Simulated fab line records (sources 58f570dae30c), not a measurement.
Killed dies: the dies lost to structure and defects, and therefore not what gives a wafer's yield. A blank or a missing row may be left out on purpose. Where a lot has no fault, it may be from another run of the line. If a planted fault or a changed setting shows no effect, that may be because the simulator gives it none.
Problem report, 8D (eight disciplines) form, completed by code :: flow berkeley cmos170 :: the parts of the form that need people (team, actions taken, sign-off) are left out

1. PROBLEM STATEMENT
Wafers free of any fault read 2234 (standard deviation 13) for NLDD_TW at UCB170_NLDD_TW_MEAS_11, against a mean of 2411 on 6 wafers of 2 lots. That puts it +14 standard deviations away from the usual mean.
Seen first at day 9 12:18 on film metro-03, wafer L207.2. Wafers with a number at this step in the record: 42, from 14 lots. By rule, "out" or "out of limits" means more than 4 standard deviations away from the usual mean. The rest of the wafers with a number are treated as sound.

2. WHAT THIS IS AND IS NOT
question: which readings at this step
is: NLDD_TW
is not: -

question: which lots
is: L207, L212
is not: L190, L191, L192, L193, L194, L197, L200, L201, L202, L204, L211, L213

question: which wafers of those lots
is: all that have a number
is not: -

question: read on which gauges
is: film metro-01, film metro-03
is not: film metro-04

question: when
is: from day 9 12:18
is not: up to then (30 sound wafers); but 6 sound wafers of L211, L213 came after

3. SUSPECTS, AND WHAT RULES EACH OUT
Counting: a tool at a process step up to the reading stays a suspect if it ran every lot that is out and no sound lot after the first of them.
- the gauge at UCB170_NLDD_TW_MEAS_11 is ruled out. 2 gauges (film metro-01, film metro-03) read the wafers that are out.
- implanter-03 at UCB170_NLDD_IMPLANT_08: kept. It processed each lot that is out, first L207 at day 9 11:52, and no sound lot thereafter; up to then, the last sound lot it processed was L204 at day 9 05:38. Its own dose ions cm2, faraday current uA readings are out on those wafers.
After counting, what remains is implanter-03 at UCB170_NLDD_IMPLANT_08.

4. THE CAUSE (what the simulator had put in)
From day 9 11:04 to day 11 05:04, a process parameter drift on implanter-03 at UCB170_NLDD_IMPLANT_08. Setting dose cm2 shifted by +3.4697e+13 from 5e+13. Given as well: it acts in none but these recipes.
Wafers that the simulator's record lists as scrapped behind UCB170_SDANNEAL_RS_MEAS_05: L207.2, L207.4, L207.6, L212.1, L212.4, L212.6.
This tool alone remained once counting was done.

5. THE CHAIN OF EFFECTS, in route order
Rows list readings where the struck wafers' mean (over those with a number) sits beyond 3 standard deviations from the usual. Scope: only readings with a usual standard deviation given in the record; hours: median across lots of the time from each lot's start at the first step in this table that gives one to its start at this step; sigmas: change in usual standard deviations.
hours: 0
step: UCB170_NLDD_IMPLANT_08
reading: dose ions cm2
usual: 5e+13
on struck wafers: 8e+13
change: +3e+13
sigmas: +99 or more

hours: 0
step: UCB170_NLDD_IMPLANT_08
reading: faraday current uA
usual: 158
on struck wafers: 267
change: +109
sigmas: +34

hours: 0
step: UCB170_NLDD_TW_MEAS_11
reading: NLDD_TW
usual: 2234
on struck wafers: 2411
change: +177
sigmas: +14

hours: 12
step: UCB170_SDANNEAL_RS_MEAS_05
reading: NLDD_RS
usual: 615.7 ohm/sq
on struck wafers: 502.1
change: -113.6
sigmas: -87
Process steps it contains:
- UCB170_NLDD_IMPLANT_08
Later measuring or inspecting steps at which every struck wafer that the step has a row for has a number for every such reading, and none has moved that far: UCB170_NSD_CD_MEAS_06.

6. WHAT WOULD HAVE CAUGHT IT SOONER
In this record the first reading out of limits at a measuring or inspecting step was taken at day 9 12:18, 1 hour after the fault began at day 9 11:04.
Tool's own readings at UCB170_NLDD_IMPLANT_08, dose ions cm2, faraday current uA: out on all struck wafers the step has rows for; an alarm limit on them would have tripped on the first.
Among the 2 lots that are out, L212 began UCB170_NLDD_IMPLANT_08 on implanter-03 after day 9 12:18. Putting the tool on hold at that point would have spared it.
